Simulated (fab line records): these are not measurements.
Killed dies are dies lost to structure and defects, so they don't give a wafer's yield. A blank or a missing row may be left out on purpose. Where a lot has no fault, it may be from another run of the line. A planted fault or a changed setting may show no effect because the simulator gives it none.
Matching of chambers	flow berkeley cmos170	cmp-02 running UCB170_V2_CMP_02: 4 sister chambers
The step polishes SiO2. 4 wafers are shown with their chamber, then 7 later ones without.

WAFERS WITH THEIR CHAMBER
wafer	chamber	motor current A (A)
L552.2	2	14.5
L552.6	1	17.7
L551.2	0	14.5
L551.4	3	15.3

WAFERS WITHOUT THEIR CHAMBER
wafer	motor current A (A)
L551.5	17.1
L554.2	14.7
L554.5	18.5
L554.6	13.9
L553.1	14.0
L553.2	14.0
L553.5	15.0

WHICH CHAMBER EACH WENT THROUGH
wafer	from the rows above	in truth
L551.5	1	1
L554.2	can't be placed: 0 or 2 or 3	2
L554.5	1	1
L554.6	can't be placed: 0 or 2 or 3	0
L553.1	can't be placed: 0 or 2 or 3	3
L553.2	can't be placed: 0 or 2 or 3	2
L553.5	can't be placed: 3 or 0 or 2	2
2 of 7 placed correctly. Cannot be placed on the basis of these rows: 5; the candidates contain the true chamber in 5. Number placed wrongly: 0.
How it was worked out, from the rows above alone: a wafer's distance from a chamber is the root of the sum, over the readings, of the square of ((its reading less the chamber's mean) divided by the reading's scatter). If the next closest chamber is less than 2 further off than the closest, the wafer can't be placed; otherwise it belongs to the closest. Each chamber's mean is taken over the wafers shown for it. The scatter: with one shown wafer a chamber, the root of the mean of the squares of how far each hidden wafer lies from its nearest shown one.
